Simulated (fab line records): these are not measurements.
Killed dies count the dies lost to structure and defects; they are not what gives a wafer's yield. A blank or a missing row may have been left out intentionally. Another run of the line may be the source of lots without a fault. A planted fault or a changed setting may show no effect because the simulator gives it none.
Chamber matching + flow berkeley_cmos170 + cmp-02 running UCB170_V1_CMP_02: 4 sister chambers
The step polishes SiO2. 18 wafers are shown with their chamber, then 9 later ones without.

WAFERS, EACH WITH ITS CHAMBER
| wafer  | chamber | motor_current_A (A) | head_pressure_psi (psi) |
|--------|---------|---------------------|-------------------------|
| L456.2 | 2       | 17.0                | 5.996                   |
| L456.3 | 0       | 17.1                | 5.997                   |
| L456.5 | 3       | 15.2                | 5.988                   |
| L462.3 | 1       | 16.2                | 5.996                   |
| L462.4 | 3       | 15.3                | 5.989                   |
| L462.5 | 3       | 14.6                | 5.988                   |
| L463.2 | 0       | 16.9                | 6.018                   |
| L463.3 | 1       | 17.2                | 6.040                   |
| L463.4 | 2       | 17.3                | 5.994                   |
| L465.1 | 2       | 17.1                | 5.988                   |
| L465.2 | 1       | 16.0                | 6.004                   |
| L465.5 | 3       | 15.0                | 6.005                   |
| L466.2 | 3       | 14.0                | 6.021                   |
| L466.3 | 0       | 17.2                | 5.998                   |
| L466.4 | 1       | 17.0                | 6.029                   |
| L476.3 | 1       | 16.5                | 6.001                   |
| L476.4 | 0       | 16.5                | 6.013                   |
| L476.6 | 0       | 17.1                | 5.998                   |

SIGNATURES (means of the wafers above)
| reading           | chamber 0 | chamber 1 | chamber 2 | chamber 3 | scatter within a chamber |
|-------------------|-----------|-----------|-----------|-----------|--------------------------|
| motor_current_A   | 16.960    | 16.580    | 17.133    | 14.820    | 0.425                    |
| head_pressure_psi | 6.00480   | 6.01400   | 5.99267   | 5.99820   | 0.0141                   |
Rule: distance of a wafer from a chamber = root of the sum over the readings of ((wafer's reading minus chamber's mean) / reading's scatter) squared. If the next closest chamber is less than 2 further off than the closest, the wafer can't be placed; otherwise it belongs to the closest. How the scatter is found: for the shown wafers, subtract from each reading the mean of its chamber, square and add these, divide the total by (wafers less chambers), then take the root.

WAFERS WITHOUT THEIR CHAMBER
| wafer  | motor_current_A (A) | head_pressure_psi (psi) |
|--------|---------------------|-------------------------|
| L477.1 | 16.0                | 6.020                   |
| L477.2 | 16.4                | 5.978                   |
| L477.5 | 16.8                | 5.986                   |
| L478.1 | 16.8                | 5.981                   |
| L478.4 | 14.1                | 5.990                   |
| L478.6 | 16.8                | 6.006                   |
| L479.1 | 17.0                | 6.007                   |
| L479.2 | 14.1                | 6.018                   |
| L479.4 | 15.8                | 5.998                   |

WHICH CHAMBER EACH WENT THROUGH
| wafer  | from the rows above               | in truth |
|--------|-----------------------------------|----------|
| L477.1 | can't be placed: 1 or 0 or 3 or 2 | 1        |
| L477.2 | can't be placed: 2 or 0 or 1 or 3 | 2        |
| L477.5 | can't be placed: 2 or 0 or 1      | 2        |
| L478.1 | can't be placed: 2 or 0 or 1      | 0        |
| L478.4 | 3                                 | 3        |
| L478.6 | can't be placed: 0 or 1 or 2      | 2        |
| L479.1 | can't be placed: 0 or 2 or 1      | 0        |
| L479.2 | 3                                 | 3        |
| L479.4 | can't be placed: 1 or 3 or 0 or 2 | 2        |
2 of 9 placed correctly. Can't be placed from these rows: 7 (the true chamber is among the candidates in 7). 0 placed wrongly.
